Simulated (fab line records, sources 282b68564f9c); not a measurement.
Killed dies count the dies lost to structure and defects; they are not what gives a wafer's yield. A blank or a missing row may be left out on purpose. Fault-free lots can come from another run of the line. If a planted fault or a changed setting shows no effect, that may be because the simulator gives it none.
fab line records :: flow rit-cmos
record
  lots=16
  wafers=48
  last-day=7
route steps=202 shown NLDD@106 M1@202
lots with no fault: from the same line, run without faults
start-h: the number of hours between the record's first day and the start of the first shown wafer of the lot :: wait-h: hours since the lot's step before :: " repeats the value in the row above :: L1.1+2: a row that stands for several wafers :: - no value present, or no start provided :: * or withheld: withheld :: < > ~ a bound
route shown NAME@n: NAME is a module with steps in the file, n the number in the route of the first one :: usual: average and standard deviation across the fault-free wafers :: same: alike in all rows :: chamber/n: place in a boat :: sites: each site's reading :: _std_site: how widely they spread, as a standard deviation :: _edge_site: mean of outer sites minus mean of inner sites :: radius-mm: how far each site lies from the wafer's centre :: mask NAME#n: copy n :: behind: the tool/chamber that last shaped the wafer :: hold: cause of the lot's hold/its duration in hours/its outcome :: device: the n, p or np transistor that did not switch :: end of line: the same wafers' tests at the end of the route :: for a step that has no rows: nothing shown but its recipe :: killed: the dies lost at the first sort to structure and to defects; this is not the yield of the wafer :: map: the dies of a wafer, with x for killed, . for not killed, _ for no die there
set.NAME: the setting as run; set.NAME@STEP: as run at that earlier step :: model.NAME: the simulator's own value behind a step, which no gauge read
one table for each step of the route and one row for each wafer, over a sample of lots
services: when a tool's chamber went out of use (start-h, in hours from the record's first day, below 0 if earlier), for how many hours, and the reason
## steps
# step RIT_NLDD_EXPOSE_03
# recipe
  mask-id=M7
  na=0.57
  target-cd-nm=40700
  dose-mj=250
# usual
  reticle-temp-C=23.00/0.1
lot.wafer: L273.2
tool: iline-stepper-02
chamber: 0
start-h: 42.52
wait-h: 0.1
mask: M7#0
reticle-temp-C: 23.05

lot.wafer: L273.4
tool: iline-stepper-02
chamber: 0
start-h: 42.52
wait-h: 0.1
mask: M7#0
reticle-temp-C: 22.90

lot.wafer: L273.6
tool: iline-stepper-02
chamber: 0
start-h: 42.52
wait-h: 0.1
mask: M7#0
reticle-temp-C: 22.92

lot.wafer: L274.1
tool: iline-stepper-02
chamber: 0
start-h: 46.49
wait-h: 0.1
mask: M7#0
reticle-temp-C: 23.06

lot.wafer: L274.3
tool: iline-stepper-02
chamber: 0
start-h: 46.49
wait-h: 0.1
mask: M7#0
reticle-temp-C: 23.06

lot.wafer: L274.5
tool: iline-stepper-02
chamber: 0
start-h: 46.49
wait-h: 0.1
mask: M7#0
reticle-temp-C: 23.07

lot.wafer: L275.1
tool: iline-stepper-01
chamber: 0
start-h: 50.40
wait-h: 0.2
mask: M7#0
reticle-temp-C: 22.83

lot.wafer: L275.3
tool: iline-stepper-01
chamber: 0
start-h: 50.40
wait-h: 0.2
mask: M7#0
reticle-temp-C: 22.81

lot.wafer: L275.6
tool: iline-stepper-01
chamber: 0
start-h: 50.40
wait-h: 0.2
mask: M7#0
reticle-temp-C: 23.01

lot.wafer: L276.1
tool: iline-stepper-02
chamber: 0
start-h: 56.53
wait-h: 0.2
mask: M7#0
reticle-temp-C: 22.93

lot.wafer: L276.4
tool: iline-stepper-02
chamber: 0
start-h: 56.53
wait-h: 0.2
mask: M7#0
reticle-temp-C: 22.84

lot.wafer: L276.5
tool: iline-stepper-02
chamber: 0
start-h: 56.53
wait-h: 0.2
mask: M7#0
reticle-temp-C: 22.93

lot.wafer: L278.2
tool: iline-stepper-02
chamber: 0
start-h: 67.37
wait-h: 0.2
mask: M7#0
reticle-temp-C: 23.26

lot.wafer: L278.3
tool: iline-stepper-02
chamber: 0
start-h: 67.37
wait-h: 0.2
mask: M7#0
reticle-temp-C: 23.21

lot.wafer: L278.5
tool: iline-stepper-02
chamber: 0
start-h: 67.37
wait-h: 0.2
mask: M7#0
reticle-temp-C: 23.08

lot.wafer: L279.2
tool: iline-stepper-01
chamber: 0
start-h: 71.35
wait-h: 0.2
mask: M7#0
reticle-temp-C: 22.89

lot.wafer: L279.5
tool: iline-stepper-01
chamber: 0
start-h: 71.35
wait-h: 0.2
mask: M7#0
reticle-temp-C: 23.07

lot.wafer: L279.6
tool: iline-stepper-01
chamber: 0
start-h: 71.35
wait-h: 0.2
mask: M7#0
reticle-temp-C: 22.95

lot.wafer: L283.3
tool: iline-stepper-01
chamber: 0
start-h: 95.04
wait-h: 0.2
mask: M7#0
reticle-temp-C: 23.06

lot.wafer: L283.4
tool: iline-stepper-01
chamber: 0
start-h: 95.04
wait-h: 0.2
mask: M7#0
reticle-temp-C: 22.98

lot.wafer: L283.5
tool: iline-stepper-01
chamber: 0
start-h: 95.04
wait-h: 0.2
mask: M7#0
reticle-temp-C: 23.01

lot.wafer: L284.1
tool: iline-stepper-02
chamber: 0
start-h: 96.56
wait-h: 0.2
mask: M7#0
reticle-temp-C: 22.89

lot.wafer: L284.3
tool: iline-stepper-02
chamber: 0
start-h: 96.56
wait-h: 0.2
mask: M7#0
reticle-temp-C: 23.09

lot.wafer: L284.5
tool: iline-stepper-02
chamber: 0
start-h: 96.56
wait-h: 0.2
mask: M7#0
reticle-temp-C: 23.12

lot.wafer: L285.2
tool: iline-stepper-01
chamber: 0
start-h: 102.24
wait-h: 0.2
mask: M7#0
reticle-temp-C: 23.05

lot.wafer: L285.5
tool: iline-stepper-01
chamber: 0
start-h: 102.24
wait-h: 0.2
mask: M7#0
reticle-temp-C: 22.88

lot.wafer: L285.6
tool: iline-stepper-01
chamber: 0
start-h: 102.24
wait-h: 0.2
mask: M7#0
reticle-temp-C: 22.97

lot.wafer: L286.3
tool: iline-stepper-01
chamber: 0
start-h: 108.74
wait-h: 0.1
mask: M7#0
reticle-temp-C: 22.92

lot.wafer: L286.4
tool: iline-stepper-01
chamber: 0
start-h: 108.74
wait-h: 0.1
mask: M7#0
reticle-temp-C: 23.10

lot.wafer: L286.5
tool: iline-stepper-01
chamber: 0
start-h: 108.74
wait-h: 0.1
mask: M7#0
reticle-temp-C: 22.92

lot.wafer: L288.2
tool: iline-stepper-01
chamber: 0
start-h: 116.62
wait-h: 0.1
mask: M7#0
reticle-temp-C: 23.00

lot.wafer: L288.3
tool: iline-stepper-01
chamber: 0
start-h: 116.62
wait-h: 0.1
mask: M7#0
reticle-temp-C: 23.04

lot.wafer: L288.4
tool: iline-stepper-01
chamber: 0
start-h: 116.62
wait-h: 0.1
mask: M7#0
reticle-temp-C: 22.91

lot.wafer: L287.1
tool: iline-stepper-02
chamber: 0
start-h: 116.85
wait-h: 0.3
mask: M7#0
reticle-temp-C: 23.11

lot.wafer: L287.3
tool: iline-stepper-02
chamber: 0
start-h: 116.85
wait-h: 0.3
mask: M7#0
reticle-temp-C: 23.14

lot.wafer: L287.5
tool: iline-stepper-02
chamber: 0
start-h: 116.85
wait-h: 0.3
mask: M7#0
reticle-temp-C: 23.01

lot.wafer: L289.1
tool: iline-stepper-01
chamber: 0
start-h: 123.04
wait-h: 0.2
mask: M7#0
reticle-temp-C: 22.92

lot.wafer: L289.3
tool: iline-stepper-01
chamber: 0
start-h: 123.04
wait-h: 0.2
mask: M7#0
reticle-temp-C: 22.85

lot.wafer: L289.5
tool: iline-stepper-01
chamber: 0
start-h: 123.04
wait-h: 0.2
mask: M7#0
reticle-temp-C: 23.01

lot.wafer: L292.1
tool: iline-stepper-02
chamber: 0
start-h: 136.04
wait-h: 0.2
mask: M7#0
reticle-temp-C: 23.11

lot.wafer: L292.5
tool: iline-stepper-02
chamber: 0
start-h: 136.04
wait-h: 0.2
mask: M7#0
reticle-temp-C: 23.12

lot.wafer: L292.6
tool: iline-stepper-02
chamber: 0
start-h: 136.04
wait-h: 0.2
mask: M7#0
reticle-temp-C: 23.01

lot.wafer: L293.1
tool: iline-stepper-02
chamber: 0
start-h: 140.28
wait-h: 0.1
mask: M7#0
reticle-temp-C: 22.94

lot.wafer: L293.3
tool: iline-stepper-02
chamber: 0
start-h: 140.28
wait-h: 0.1
mask: M7#0
reticle-temp-C: 22.90

lot.wafer: L293.6
tool: iline-stepper-02
chamber: 0
start-h: 140.28
wait-h: 0.1
mask: M7#0
reticle-temp-C: 22.82

lot.wafer: L295.1
tool: iline-stepper-02
chamber: 0
start-h: 151.97
wait-h: 0.2
mask: M7#0
reticle-temp-C: 23.00

lot.wafer: L295.2
tool: iline-stepper-02
chamber: 0
start-h: 151.97
wait-h: 0.2
mask: M7#0
reticle-temp-C: 23.00

lot.wafer: L295.4
tool: iline-stepper-02
chamber: 0
start-h: 151.97
wait-h: 0.2
mask: M7#0
reticle-temp-C: 23.22
# step RIT_NLDD_OVL_MEAS_06
# usual
  NLDD_OVL=-0.2/1.1
lot.wafer: L273.2
tool: overlay-02
chamber: -
start-h: 42.90
wait-h: -
NLDD_OVL[nm]: 1.1

lot.wafer: L273.4
tool: overlay-02
chamber: -
start-h: 42.90
wait-h: -
NLDD_OVL[nm]: 1.3

lot.wafer: L273.6
tool: overlay-02
chamber: -
start-h: 42.90
wait-h: -
NLDD_OVL[nm]: 2.4

lot.wafer: L274.1
tool: overlay-01
chamber: -
start-h: 46.89
wait-h: -
NLDD_OVL[nm]: -1.5

lot.wafer: L274.3
tool: overlay-01
chamber: -
start-h: 46.89
wait-h: -
NLDD_OVL[nm]: -1.5

lot.wafer: L274.5
tool: overlay-01
chamber: -
start-h: 46.89
wait-h: -
NLDD_OVL[nm]: -0.7

lot.wafer: L275.1
tool: overlay-02
chamber: -
start-h: 50.80
wait-h: -
NLDD_OVL[nm]: -0.3

lot.wafer: L275.3
tool: overlay-02
chamber: -
start-h: 50.80
wait-h: -
NLDD_OVL[nm]: 0.2

lot.wafer: L275.6
tool: overlay-02
chamber: -
start-h: 50.80
wait-h: -
NLDD_OVL[nm]: -0.3

lot.wafer: L276.1
tool: overlay-01
chamber: -
start-h: 56.93
wait-h: -
NLDD_OVL[nm]: -1.3

lot.wafer: L276.4
tool: overlay-01
chamber: -
start-h: 56.93
wait-h: -
NLDD_OVL[nm]: 1.0

lot.wafer: L276.5
tool: overlay-01
chamber: -
start-h: 56.93
wait-h: -
NLDD_OVL[nm]: 1.1

lot.wafer: L278.2
tool: overlay-02
chamber: -
start-h: 67.75
wait-h: -
NLDD_OVL[nm]: -0.1

lot.wafer: L278.3
tool: overlay-02
chamber: -
start-h: 67.75
wait-h: -
NLDD_OVL[nm]: -1.1

lot.wafer: L278.5
tool: overlay-02
chamber: -
start-h: 67.75
wait-h: -
NLDD_OVL[nm]: 0.6

lot.wafer: L279.2
tool: overlay-01
chamber: -
start-h: 71.73
wait-h: -
NLDD_OVL[nm]: -0.7

lot.wafer: L279.5
tool: overlay-01
chamber: -
start-h: 71.73
wait-h: -
NLDD_OVL[nm]: -1.4

lot.wafer: L279.6
tool: overlay-01
chamber: -
start-h: 71.73
wait-h: -
NLDD_OVL[nm]: -1.4

lot.wafer: L283.3
tool: overlay-02
chamber: -
start-h: 95.42
wait-h: -
NLDD_OVL[nm]: -2.1

lot.wafer: L283.4
tool: overlay-02
chamber: -
start-h: 95.42
wait-h: -
NLDD_OVL[nm]: -1.0

lot.wafer: L283.5
tool: overlay-02
chamber: -
start-h: 95.42
wait-h: -
NLDD_OVL[nm]: -0.3

lot.wafer: L284.1
tool: overlay-02
chamber: -
start-h: 96.96
wait-h: -
NLDD_OVL[nm]: 1.0

lot.wafer: L284.3
tool: overlay-02
chamber: -
start-h: 96.96
wait-h: -
NLDD_OVL[nm]: -0.9

lot.wafer: L284.5
tool: overlay-02
chamber: -
start-h: 96.96
wait-h: -
NLDD_OVL[nm]: 0.2

lot.wafer: L285.2
tool: overlay-01
chamber: -
start-h: 102.63
wait-h: -
NLDD_OVL[nm]: -149.8

lot.wafer: L285.5
tool: overlay-01
chamber: -
start-h: 102.63
wait-h: -
NLDD_OVL[nm]: -149.6

lot.wafer: L285.6
tool: overlay-01
chamber: -
start-h: 102.63
wait-h: -
NLDD_OVL[nm]: -148.9

lot.wafer: L286.3
tool: overlay-02
chamber: -
start-h: 109.11
wait-h: -
NLDD_OVL[nm]: -150.0

lot.wafer: L286.4
tool: overlay-02
chamber: -
start-h: 109.11
wait-h: -
NLDD_OVL[nm]: -148.3

lot.wafer: L286.5
tool: overlay-02
chamber: -
start-h: 109.11
wait-h: -
NLDD_OVL[nm]: -150.6

lot.wafer: L288.2
tool: overlay-01
chamber: -
start-h: 117.15
wait-h: -
NLDD_OVL[nm]: -150.9

lot.wafer: L288.3
tool: overlay-01
chamber: -
start-h: 117.15
wait-h: -
NLDD_OVL[nm]: -150.3

lot.wafer: L288.4
tool: overlay-01
chamber: -
start-h: 117.15
wait-h: -
NLDD_OVL[nm]: -151.7

lot.wafer: L287.1
tool: overlay-02
chamber: -
start-h: 117.37
wait-h: -
NLDD_OVL[nm]: 1.1

lot.wafer: L287.3
tool: overlay-02
chamber: -
start-h: 117.37
wait-h: -
NLDD_OVL[nm]: 1.3

lot.wafer: L287.5
tool: overlay-02
chamber: -
start-h: 117.37
wait-h: -
NLDD_OVL[nm]: 0.8

lot.wafer: L289.1
tool: overlay-01
chamber: -
start-h: 123.44
wait-h: -
NLDD_OVL[nm]: -152.1

lot.wafer: L289.3
tool: overlay-01
chamber: -
start-h: 123.44
wait-h: -
NLDD_OVL[nm]: -149.8

lot.wafer: L289.5
tool: overlay-01
chamber: -
start-h: 123.44
wait-h: -
NLDD_OVL[nm]: -152.0

lot.wafer: L292.1
tool: overlay-02
chamber: -
start-h: 136.44
wait-h: -
NLDD_OVL[nm]: -0.8

lot.wafer: L292.5
tool: overlay-02
chamber: -
start-h: 136.44
wait-h: -
NLDD_OVL[nm]: -1.5

lot.wafer: L292.6
tool: overlay-02
chamber: -
start-h: 136.44
wait-h: -
NLDD_OVL[nm]: -0.9

lot.wafer: L293.1
tool: overlay-02
chamber: -
start-h: 140.68
wait-h: -
NLDD_OVL[nm]: -0.7

lot.wafer: L293.3
tool: overlay-02
chamber: -
start-h: 140.68
wait-h: -
NLDD_OVL[nm]: -0.6

lot.wafer: L293.6
tool: overlay-02
chamber: -
start-h: 140.68
wait-h: -
NLDD_OVL[nm]: -0.1

lot.wafer: L295.1
tool: overlay-02
chamber: -
start-h: 152.37
wait-h: -
NLDD_OVL[nm]: -1.1

lot.wafer: L295.2
tool: overlay-02
chamber: -
start-h: 152.37
wait-h: -
NLDD_OVL[nm]: 1.0

lot.wafer: L295.4
tool: overlay-02
chamber: -
start-h: 152.37
wait-h: -
NLDD_OVL[nm]: -0.8
# step RIT_M1_PROBE_99
# usual
  killed-at-contacts=0.1/0.24
  killed-at-front-end=6.8/2.8
  killed-dies=6.9/2.8
  killed-on-rim=1.8/1.4
  killed-open=3.3/1.9
  killed-short=3.5/1.8
# same
  gross-dies=264
  killed_at_M0_to_M3=0
  killed_at_M4_up=0
  killed-at-back-side=0
  killed-at-other=0
lot.wafer: L283.3
tool: prober-01
chamber: -
start-h: 112.97
wait-h: 0.2
killed-at-contacts: 0
killed-at-front-end: 8
killed-dies: 8
killed-on-rim: 1
killed-open: 5
killed-short: 3

lot.wafer: L283.4
tool: prober-01
chamber: -
start-h: 113.02
wait-h: 0.2
killed-at-contacts: 0
killed-at-front-end: 5
killed-dies: 5
killed-on-rim: 1
killed-open: 1
killed-short: 4

lot.wafer: L283.5
tool: prober-01
chamber: -
start-h: 113.07
wait-h: 0.2
killed-at-contacts: 0
killed-at-front-end: 8
killed-dies: 8
killed-on-rim: 4
killed-open: 6
killed-short: 2

lot.wafer: L284.1
tool: prober-02
chamber: -
start-h: 113.49
wait-h: 0.1
killed-at-contacts: 0
killed-at-front-end: 4
killed-dies: 4
killed-on-rim: 0
killed-open: 2
killed-short: 2

lot.wafer: L284.3
tool: prober-02
chamber: -
start-h: 113.59
wait-h: 0.2
killed-at-contacts: 1
killed-at-front-end: 0
killed-dies: 1
killed-on-rim: 0
killed-open: 0
killed-short: 1

lot.wafer: L284.5
tool: prober-02
chamber: -
start-h: 113.69
wait-h: 0.2
killed-at-contacts: 0
killed-at-front-end: 7
killed-dies: 7
killed-on-rim: 3
killed-open: 4
killed-short: 3

lot.wafer: L285.2
tool: prober-01
chamber: -
start-h: 120.23
wait-h: 0.1
killed-at-contacts: 0
killed-at-front-end: 2
killed-dies: 2
killed-on-rim: 0
killed-open: 0
killed-short: 2

lot.wafer: L285.5
tool: prober-01
chamber: -
start-h: 120.38
wait-h: 0.2
killed-at-contacts: 0
killed-at-front-end: 6
killed-dies: 6
killed-on-rim: 2
killed-open: 2
killed-short: 4

lot.wafer: L285.6
tool: prober-01
chamber: -
start-h: 120.43
wait-h: 0.2
killed-at-contacts: 0
killed-at-front-end: 10
killed-dies: 10
killed-on-rim: 2
killed-open: 8
killed-short: 2

lot.wafer: L286.3
tool: prober-02
chamber: -
start-h: 125.15
wait-h: 0.2
killed-at-contacts: 0
killed-at-front-end: 7
killed-dies: 7
killed-on-rim: 1
killed-open: 5
killed-short: 2

lot.wafer: L286.4
tool: prober-02
chamber: -
start-h: 125.20
wait-h: 0.2
killed-at-contacts: 0
killed-at-front-end: 11
killed-dies: 11
killed-on-rim: 1
killed-open: 5
killed-short: 6

lot.wafer: L286.5
tool: prober-02
chamber: -
start-h: 125.25
wait-h: 0.2
killed-at-contacts: 0
killed-at-front-end: 11
killed-dies: 11
killed-on-rim: 3
killed-open: 7
killed-short: 4

lot.wafer: L287.1
tool: prober-01
chamber: -
start-h: 133.74
wait-h: 0.4
killed-at-contacts: 0
killed-at-front-end: 5
killed-dies: 5
killed-on-rim: 1
killed-open: 3
killed-short: 2

lot.wafer: L287.3
tool: prober-01
chamber: -
start-h: 133.84
wait-h: 0.5
killed-at-contacts: 0
killed-at-front-end: 5
killed-dies: 5
killed-on-rim: 2
killed-open: 0
killed-short: 5

lot.wafer: L287.5
tool: prober-01
chamber: -
start-h: 133.94
wait-h: 0.5
killed-at-contacts: 0
killed-at-front-end: 7
killed-dies: 7
killed-on-rim: 1
killed-open: 3
killed-short: 4

lot.wafer: L289.1
tool: prober-02
chamber: -
start-h: 140.05
wait-h: 0.1
killed-at-contacts: 0
killed-at-front-end: 9
killed-dies: 9
killed-on-rim: 4
killed-open: 4
killed-short: 5

lot.wafer: L289.3
tool: prober-02
chamber: -
start-h: 140.15
wait-h: 0.2
killed-at-contacts: 0
killed-at-front-end: 6
killed-dies: 6
killed-on-rim: 0
killed-open: 3
killed-short: 3

lot.wafer: L289.5
tool: prober-02
chamber: -
start-h: 140.25
wait-h: 0.2
killed-at-contacts: 0
killed-at-front-end: 7
killed-dies: 7
killed-on-rim: 1
killed-open: 4
killed-short: 3

lot.wafer: L292.1
tool: prober-01
chamber: -
start-h: 153.45
wait-h: 0.1
killed-at-contacts: 0
killed-at-front-end: 2
killed-dies: 2
killed-on-rim: 0
killed-open: 0
killed-short: 2

lot.wafer: L292.5
tool: prober-01
chamber: -
start-h: 153.65
wait-h: 0.2
killed-at-contacts: 0
killed-at-front-end: 5
killed-dies: 5
killed-on-rim: 1
killed-open: 4
killed-short: 1

lot.wafer: L292.6
tool: prober-01
chamber: -
start-h: 153.70
wait-h: 0.2
killed-at-contacts: 0
killed-at-front-end: 2
killed-dies: 2
killed-on-rim: 2
killed-open: 0
killed-short: 2
# killed by level:class
L283.3 GATE:geometric-particle:open=2 REOX:geometric-particle:open=2 FOX1:geometric-particle:short=1 FOX2:geometric-particle:open=1 GATE:geometric-particle:short=1 REOX:geometric-particle:short=1
L283.4 SPACER:geometric-particle:short=2 GATE:geometric-particle:open=1 REOX:geometric-particle:short=1 SILICIDE:geometric-particle:short=1
L283.5 GATE:geometric-particle:open=3 REOX:geometric-particle:open=3 GATE:geometric-particle:short=1 REOX:geometric-particle:short=1
L284.1 GATE:geometric-particle:open=2 GATE:geometric-particle:short=1 SPACER:geometric-particle:short=1
L284.3 CONTACT:geometric-particle:short=1
L284.5 GATE:geometric-particle:open=2 FOX1:geometric-particle:short=1 FOX2:geometric-particle:open=1 REOX:geometric-particle:short=1 SPACER:geometric-particle:short=1 SILICIDE:geometric-particle:open=1
L285.2 GATE:geometric-particle:short=1 REOX:geometric-particle:short=1
L285.5 GATE:geometric-particle:short=4 GATE:geometric-particle:open=1 SPACER:geometric-particle:open=1
L285.6 GATE:geometric-particle:open=5 SPACER:geometric-particle:open=2 FOX1:geometric-particle:open=1 GATE:geometric-particle:short=1 REOX:geometric-particle:short=1
L286.3 REOX:geometric-particle:open=2 FOX1:geometric-particle:open=1 GATE:geometric-particle:open=1 GATE:geometric-particle:short=1 SPACER:geometric-particle:short=1 SILICIDE:geometric-particle:open=1
L286.4 SILICIDE:geometric-particle:short=4 FOX1:geometric-particle:open=2 GATE:geometric-particle:open=2 FOX1:geometric-particle:short=1 SPACER:geometric-particle:short=1 SILICIDE:geometric-particle:open=1
L286.5 FOX1:geometric-particle:open=6 SPACER:geometric-particle:short=2 GATE:geometric-particle:short=1 GATE:geometric-particle:open=1 REOX:geometric-particle:short=1
L287.1 FOX1:geometric-particle:short=1 FOX1:geometric-particle:open=1 GATE:geometric-particle:short=1 GATE:geometric-particle:open=1 REOX:geometric-particle:open=1
L287.3 FOX2:geometric-particle:short=3 GATE:geometric-particle:short=1 SPACER:geometric-particle:short=1
L287.5 FOX1:geometric-particle:short=2 FOX2:geometric-particle:open=1 GATE:geometric-particle:short=1 GATE:geometric-particle:open=1 REOX:geometric-particle:short=1 SILICIDE:geometric-particle:open=1
L289.1 GATE:geometric-particle:short=4 GATE:geometric-particle:open=3 FOX1:geometric-particle:open=1 REOX:geometric-particle:short=1
L289.3 GATE:geometric-particle:short=2 REOX:geometric-particle:open=2 SPACER:geometric-particle:short=1 SPACER:geometric-particle:open=1
L289.5 GATE:geometric-particle:open=3 FOX1:geometric-particle:short=1 FOX1:geometric-particle:open=1 GATE:geometric-particle:short=1 SILICIDE:geometric-particle:short=1
L292.1 FOX1:geometric-particle:short=1 REOX:geometric-particle:short=1
L292.5 FOX1:geometric-particle:open=1 FOX1:geometric-particle:short=1 GATE:geometric-particle:open=1 REOX:geometric-particle:open=1 SILICIDE:geometric-particle:open=1
L292.6 GATE:geometric-particle:short=1 REOX:geometric-particle:short=1
## services
tool: iline-stepper-01
chamber: 0
start-h: 36.84
hours: -
kind: calibration

tool: iline-stepper-02
chamber: -
start-h: 97.56
hours: 2.5
kind: repair

tool: iline-stepper-01
chamber: -
start-h: 119.86
hours: 1.7
kind: pm
## key
first-sign
  step=RIT_NLDD_OVL_MEAS_06
  reading=NLDD_OVL
  direction=down
  sigmas=99+
  usual=-0.2
  struck=-150.3
effect none on later readings
met-at RIT_NLDD_EXPOSE_03
struck-lots L285,L286,L288,L289
tester-left-out L285,L286,L288,L289
onset-between 95.04 102.24
fault
  kind=scanner-matching-overlay
  tool=iline-stepper-01
  chamber=-
  onset-h=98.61
  steps=RIT_NLDD_EXPOSE_03
  offset=-150
# tester-left-out: of these lots the tester's yield and bins aren't shown, on N5 and GAA mostly nor the transistor test; their killed dies are dies lost to structure and defects alone, not to doping, threshold or leakage, so they don't give the yield
